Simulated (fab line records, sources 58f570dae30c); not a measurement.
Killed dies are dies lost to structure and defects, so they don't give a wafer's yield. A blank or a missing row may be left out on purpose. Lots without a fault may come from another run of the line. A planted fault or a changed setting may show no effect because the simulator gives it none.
A struck lot beside a sound one | flow berkeley_cmos170 | 15 steps out of a route of 331
Sound: wafers L963.2, L963.4, L963.5. Struck: wafers L970.2, L970.3, L970.6. The cause comes at the end.
At each step with rows: each side's tool, then ch and its chambers, then its first start. Under that, the readings that differ: sound wafers | struck wafers | difference of the means | sigmas: that difference in standard deviations of wafers without a fault.
alike: readings whose means differ by less than 2 such deviations, and words and numbers that are the same on both sides. not compared: withheld readings, readings that some wafer has no value for, bounds like >300 that may hide the same value, and numbers for which the record gives no deviation and whose values overlap.
The two part at a step that has a row with sigmas, a row that says differs or no value, or rows on one side only. Numbers that don't overlap but have no deviation are shown without sigmas and don't part them. A reading that every wafer of one side lacks parts them only if that side has two wafers or more.

UCB170_GATE_ETCH_15: etches poly-Si in HBr/Cl2, stops on SiO2, time 56.3 s, target depth 278.2 nm.
  sound on rie_si-01 ch 0,1,3, day 7 08:19; struck on rie_si-02 ch 1,2, day 9 04:39
  alike: bias_w, drypump_motor_current_A, oes_product_au, rf_fwd_power_W, throttle_valve_pct
  not compared: rf_hours_counter_h
UCB170_GATE_STRIP_16: strips in O2.
  sound on plasma_asher-01 ch 0,1, day 7 08:22; struck on plasma_asher-04 ch 0,1, day 9 04:42
  alike: drypump_motor_current_A, oes_product_au
  not compared: rf_hours_counter_h
UCB170_GATE_CD_MEAS_90: target cd 350 nm.
  sound on cd_sem-01, day 7 08:29; struck on cd_sem-01, day 9 04:49
  reading    | sound             | struck            | difference | sigmas
  cd_nm (nm) | 348.5 349.4 349.6 | 352.0 352.4 352.4 | +3.1       | +2
then, 7 steps without rows for these wafers: UCB170_GATE_CLEAN_17 (cleans in SPM, time 600 s); UCB170_PLDD_HMDS_00 (prime time 60 s); UCB170_PLDD_COAT_01 (resist thk 900 nm); UCB170_PLDD_SOFTBAKE_02 (time 60 s); UCB170_PLDD_EXPOSE_03 (exposes mask PSELECT, target cd 1200 nm); UCB170_PLDD_PEB_04; UCB170_PLDD_DEVELOP_05 (develop time 45 s).
UCB170_PLDD_CD_MEAS_06: target cd 1200 nm.
  sound on cd_sem-01, day 7 09:49; struck on cd_sem-02, day 9 08:23
  alike: cd_nm
UCB170_PLDD_OVL_MEAS_07:
  sound on overlay-01, day 7 09:55; struck on overlay-02, day 9 08:29
  reading       | sound    | struck  | difference | sigmas
  PLDD_OVL (nm) | 15 10 13 | -1 -8 4 | -14        | -3
UCB170_PLDD_IMPLANT_08:
  sound on implanter-04 ch 0, day 7 09:59; struck on implanter-01 ch 0, day 9 08:32
  reading                   | sound             | struck            | difference | sigmas
  beam_energy_keV           | 9.996 9.997 9.998 | 9.644 9.647 9.649 | -0.350     | -99 or more
  model.implant.rp_nm (nm)  | 10.06 10.06 10.06 | 9.863 9.863 9.863 | -0.197     |
  model.implant.drp_nm (nm) | 6.005 6.005 6.005 | 5.858 5.858 5.858 | -0.147     |
then, 1 step without rows for these wafers: UCB170_PLDD_IMPLANT_09.
UCB170_M3_PROBE_99:
  the record has rows for the struck wafers here (prober-01, day 10 21:29) and none for the sound ones

WHERE THEY PART
First at UCB170_GATE_CD_MEAS_90; last, within this record, at UCB170_M3_PROBE_99.

WHY: what the simulator had put in
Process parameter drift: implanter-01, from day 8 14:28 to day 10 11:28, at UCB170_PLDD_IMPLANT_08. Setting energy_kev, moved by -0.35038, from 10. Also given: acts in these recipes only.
